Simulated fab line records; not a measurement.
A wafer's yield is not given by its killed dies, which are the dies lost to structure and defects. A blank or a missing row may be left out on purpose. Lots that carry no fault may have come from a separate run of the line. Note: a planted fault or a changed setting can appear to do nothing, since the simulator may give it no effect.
Matching of chambers | flow berkeley cmos170 | UCB170_V2_ETCH_14 on rie diel-01 has 4 sister chambers
The step etches SiO2 in CHF3/CF4/Ar, stops on Al, target depth 1250 nm, time 300.3 s. 22 wafers are shown with their chamber, then 11 later ones without.

WAFERS WITH THEIR CHAMBER
wafer  | chamber | drypump motor current A (A) | throttle valve pct (%) | oes product au (a.u.)
L075.1 | 1       | 5.9                         | 6.77                   | 0.882
L075.5 | 1       | 5.9                         | 6.76                   | 0.892
L075.6 | 2       | 6.0                         | 6.89                   | 0.884
L077.4 | 2       | 5.9                         | 6.88                   | 0.880
L077.5 | 1       | 5.9                         | 6.79                   | 0.889
L077.6 | 3       | 5.0                         | 7.13                   | 0.871
L076.2 | 3       | 5.0                         | 7.14                   | 0.859
L076.3 | 1       | 6.0                         | 6.78                   | 0.887
L076.6 | 3       | 5.0                         | 7.12                   | 0.860
L079.2 | 3       | 5.0                         | 7.14                   | 0.856
L079.3 | 0       | 6.4                         | 7.14                   | 0.868
L079.4 | 2       | 5.9                         | 6.87                   | 0.884
L080.2 | 2       | 6.0                         | 6.87                   | 0.887
L080.5 | 0       | 6.4                         | 7.15                   | 0.878
L080.6 | 1       | 5.9                         | 6.77                   | 0.892
L086.2 | 1       | 5.9                         | 6.74                   | 0.892
L086.3 | 2       | 5.9                         | 6.88                   | 0.884
L086.4 | 3       | 5.0                         | 7.11                   | 0.863
L088.2 | 3       | 5.0                         | 7.13                   | 0.861
L088.4 | 2       | 5.9                         | 6.88                   | 0.874
L088.6 | 1       | 5.9                         | 6.78                   | 0.889
L090.1 | 3       | 5.0                         | 7.13                   | 0.859

SIGNATURES (means of the wafers above)
reading                 | chamber 0 | chamber 1 | chamber 2 | chamber 3 | scatter within a chamber
drypump motor current A | 6.400     | 5.914     | 5.933     | 5.000     | 0.0349
throttle valve pct      | 7.1450    | 6.7700    | 6.8783    | 7.1286    | 0.0121
oes product au          | 0.87300   | 0.88900   | 0.88217   | 0.86129   | 0.00455
Rule: a wafer's distance from a chamber is the root of the sum, over the readings, of the square of ((its reading less the chamber's mean) divided by the reading's scatter). If the next closest chamber is less than 2 further off than the closest, the wafer can't be placed; otherwise it belongs to the closest. The scatter: take each reading less its chamber's mean, square it, sum over the shown wafers, divide by the number of wafers less the number of chambers, and take the root.

WAFERS WITHOUT THEIR CHAMBER
wafer  | drypump motor current A (A) | throttle valve pct (%) | oes product au (a.u.)
L090.2 | 5.9                         | 6.87                   | 0.887
L090.6 | 6.4                         | 7.16                   | 0.877
L093.2 | 5.0                         | 7.13                   | 0.848
L093.4 | 6.4                         | 7.13                   | 0.875
L093.6 | 6.4                         | 7.15                   | 0.870
L095.2 | 6.5                         | 7.15                   | 0.882
L095.5 | 6.4                         | 7.14                   | 0.870
L095.6 | 5.0                         | 7.12                   | 0.856
L096.2 | 6.4                         | 7.15                   | 0.869
L096.3 | 5.9                         | 6.77                   | 0.893
L096.5 | 6.4                         | 7.16                   | 0.869

CHAMBER TAKEN BY EACH
wafer  | from the rows above | in truth
L090.2 | 2                   | 2
L090.6 | 0                   | 0
L093.2 | 3                   | 3
L093.4 | 0                   | 0
L093.6 | 0                   | 0
L095.2 | 0                   | 0
L095.5 | 0                   | 0
L095.6 | 3                   | 3
L096.2 | 0                   | 0
L096.3 | 1                   | 1
L096.5 | 0                   | 0
Correctly placed: 11 of 11. Can't be placed from these rows: 0. Number placed wrongly: 0.
